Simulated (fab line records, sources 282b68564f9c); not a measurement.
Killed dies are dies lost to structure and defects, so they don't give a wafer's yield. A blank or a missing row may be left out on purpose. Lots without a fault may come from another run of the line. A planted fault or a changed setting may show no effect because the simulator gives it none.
A struck lot beside a sound one | flow rit_cmos | 16 steps out of a route of 202
Sound: wafers L575.2, L575.4, L575.5. Struck: wafers L589.3, L589.5, L589.6. The cause comes at the end.
At each step with rows: each side's tool, then ch and its chambers, then its first start. Under that, the readings that differ: sound wafers | struck wafers | difference of the means | sigmas: that difference in standard deviations of wafers without a fault.
alike: readings whose means differ by less than 2 such deviations, and words and numbers that are the same on both sides. not compared: withheld readings, readings that some wafer has no value for, bounds like >300 that may hide the same value, and numbers for which the record gives no deviation and whose values overlap.
The two part at a step that has a row with sigmas, a row that says differs or no value, or rows on one side only. Numbers that don't overlap but have no deviation are shown without sigmas and don't part them. A reading that every wafer of one side lacks parts them only if that side has two wafers or more.

first, 2 steps without rows for these wafers: RIT_NRETRO_HARDBAKE_07 (time 120 s); RIT_NRETRO_IMPLANT_08.
RIT_NRETRO_STRIP_09: strips in O2, time 180 s.
  sound on plasma_asher-01 ch 0,1, day 3 06:34; struck on plasma_asher-03 ch 0,1, day 6 08:23
  alike: drypump_motor_current_A
  not compared: rf_hours_counter_h
RIT_NRETRO_TW_MEAS_10:
  sound on film_metro-04, day 3 06:45; struck on film_metro-02, day 6 08:32
  alike: NRETRO_TW
then, 6 steps without rows for these wafers: RIT_PRETRO_HMDS_00 (prime time 60 s); RIT_PRETRO_COAT_01 (resist thk 1300 nm); RIT_PRETRO_SOFTBAKE_02 (time 60 s); RIT_PRETRO_EXPOSE_03 (exposes mask M5, target cd 43700 nm); RIT_PRETRO_PEB_04; RIT_PRETRO_DEVELOP_05 (develop time 68 s).
RIT_PRETRO_OVL_MEAS_06:
  sound on overlay-01, day 3 07:49; struck on overlay-01, day 6 09:35
  alike: PRETRO_OVL
then, 1 step without rows for these wafers: RIT_PRETRO_HARDBAKE_07 (time 120 s).
RIT_PRETRO_IMPLANT_08:
  sound on implanter-04 ch 0, day 3 08:07; struck on implanter-04 ch 0, day 6 09:55
  reading                   | sound                | struck               | difference | sigmas
  beam_energy_keV           | 44.983 44.981 44.996 | 29.235 29.227 29.243 | -15.752    | -99 or more
  model.implant.rp_nm (nm)  | 145.5 145.5 145.5    | 96.95 96.95 96.95    | -48.55     |
  model.implant.drp_nm (nm) | 55.07 55.07 55.07    | 42.09 42.09 42.09    | -12.98     |
  alike: tilt_deg
RIT_PRETRO_STRIP_09: strips in O2, time 180 s.
  sound on plasma_asher-02 ch 0,1, day 3 08:15; struck on plasma_asher-03 ch 0,1, day 6 10:04
  alike: drypump_motor_current_A
  not compared: rf_hours_counter_h
RIT_PRETRO_TW_MEAS_10:
  sound on film_metro-03, day 3 08:26; struck on film_metro-03, day 6 10:26
  reading   | sound       | struck      | difference | sigmas
  PRETRO_TW | 469 468 465 | 433 432 431 | -35        | -7
  not compared: hold
RIT_M1_PROBE_99:
  sound on prober-02, day 4 11:16; struck on prober-02, day 8 00:04
  alike: killed_at_M0_to_M3, killed_at_contacts, killed_at_front_end, killed_dies, killed_open, killed_short

WHERE THEY PART
First at RIT_PRETRO_IMPLANT_08; last, within this record, at RIT_PRETRO_TW_MEAS_10. Later steps at which nothing parts them and some readings are alike: RIT_M1_PROBE_99.

WHY: what the simulator had put in
Process parameter drift: implanter-04, from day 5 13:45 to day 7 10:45, at RIT_PRETRO_IMPLANT_08. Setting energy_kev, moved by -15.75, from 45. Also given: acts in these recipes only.
